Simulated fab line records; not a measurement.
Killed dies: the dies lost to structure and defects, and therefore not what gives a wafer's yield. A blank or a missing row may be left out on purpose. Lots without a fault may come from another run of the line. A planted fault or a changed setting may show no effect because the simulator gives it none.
Comparing a struck lot with a sound one | flow rit-cmos | 20 out of 202 route steps
Sound: wafers L991.1, L991.3, L991.5. Wafers L103.1, L103.3, L103.4 were the ones struck. The cause is given at the end.
Per side, at each step with rows, come the tool, then ch with its chambers, and then its first start. Under that, the readings that differ: sound wafers | struck wafers | difference of the means | sigmas: that difference in standard deviations of wafers without a fault.
alike: same words and numbers on both sides, and readings whose means sit less than 2 such deviations apart. not compared: any withheld reading, any reading some wafer has no value for, any bound like >300 that may hide the same value, and any number with overlapping values for which the record gives no deviation.
A row with sigmas, a row that says differs or no value, or rows on one side alone: a step with any of these is where the two part. Numbers that have no deviation but don't overlap get no sigmas and don't part them. A reading that every wafer of one side lacks parts them only if that side has two wafers or more.

RIT_FOX1_THK_MEAS_01:
  struck on film-metro-04, day 4 06:08; sound on film-metro-03, day 1 17:20
  reading             | sound       | struck      | difference | sigmas
  FOX1_OXIDE_THK (nm) | 346 349 353 | 328 329 331 | -20        | -2
then, 2 steps without rows for these wafers: RIT_FOX1_WET_ETCH_02 (etches SiO2 in BOE, target depth 350 nm, time 390 s); RIT_FOX2_OXIDATION_00 (target thk 350.7 nm, ox time 1130 s).
RIT_FOX2_THK_MEAS_01:
  struck on film-metro-01, day 4 07:52; sound on film-metro-01, day 1 20:08
  reading             | sound       | struck      | difference | sigmas
  FOX2_OXIDE_THK (nm) | 349 351 349 | 361 366 363 | +14        | +2
then, 2 steps without rows for these wafers: RIT_FOX2_CLEAN_02 (cleans in dHF, time 180 s); RIT_FOX2_WET_ETCH_03 (etches Si3N4 in H3PO4, target depth 195 nm, time 2700 s).
RIT_FOX2_THK_MEAS_90:
  struck on film-metro-02, day 4 08:44; sound on film-metro-01, day 1 21:01
  reading                     | sound       | struck      | difference | sigmas
  FIELD_OXIDE_LEFT_1_THK (nm) | 322 323 322 | 334 340 336 | +14        | +2
then, 5 steps without rows for these wafers: RIT_NWELL_HMDS_00 (prime time 60 s); RIT_NWELL_COAT_01 (resist thk 1300 nm); RIT_NWELL_SOFTBAKE_02 (time 60 s); RIT_NWELL_EXPOSE_03 (exposes mask M2, target cd 43900 nm); RIT_NWELL_PEB_04.
RIT_NWELL_DEVELOP_05: develop time 68 s.
  sound on litho-track-02 ch 0, day 1 22:00; struck on litho-track-03 ch 0, day 4 09:00
  reading              | sound             | struck            | difference | sigmas
  developer-temp-C (C) | 23.14 23.10 23.24 | 22.83 22.87 22.90 | -0.29      | -3
RIT_NWELL_OVL_MEAS_06:
  struck on overlay-01, day 4 09:49; sound on overlay-02, day 1 22:23
  alike: NWELL_OVL
then, 2 steps without rows for these wafers: RIT_NWELL_HARDBAKE_07 (time 120 s); RIT_NWELL_IMPLANT_08.
RIT_NWELL_STRIP_09: strips in O2, time 180 s.
  sound on plasma-asher-02 ch 1, day 1 22:49; struck on plasma-asher-02 ch 0,1, day 4 10:14
  alike: drypump-motor-current-A, rf-refl-power-W
  not compared: rf-hours-counter-h
RIT_NWELL_TW_MEAS_10:
  struck on film-metro-01, day 4 10:25; sound on film-metro-01, day 1 22:59
  reading  | sound          | struck         | difference | sigmas
  NWELL_TW | 2115 2123 2107 | 2052 2040 2043 | -70        | -3
then, 1 step without rows for these wafers: RIT_PWELL_HMDS_00 (prime time 60 s).
RIT_M1_PROBE_99:
  struck on prober-01, day 6 00:11; sound on prober-01, day 3 10:41
  alike: killed-at-contacts, killed-at-front-end, killed-dies, killed-open, killed-short

## WHERE THEY PART
First at RIT_FOX1_THK_MEAS_01; last, within this record, at RIT_NWELL_TW_MEAS_10. Later steps at which nothing parts them and some readings are alike: RIT_M1_PROBE_99.

WHY: the cause the simulator had injected
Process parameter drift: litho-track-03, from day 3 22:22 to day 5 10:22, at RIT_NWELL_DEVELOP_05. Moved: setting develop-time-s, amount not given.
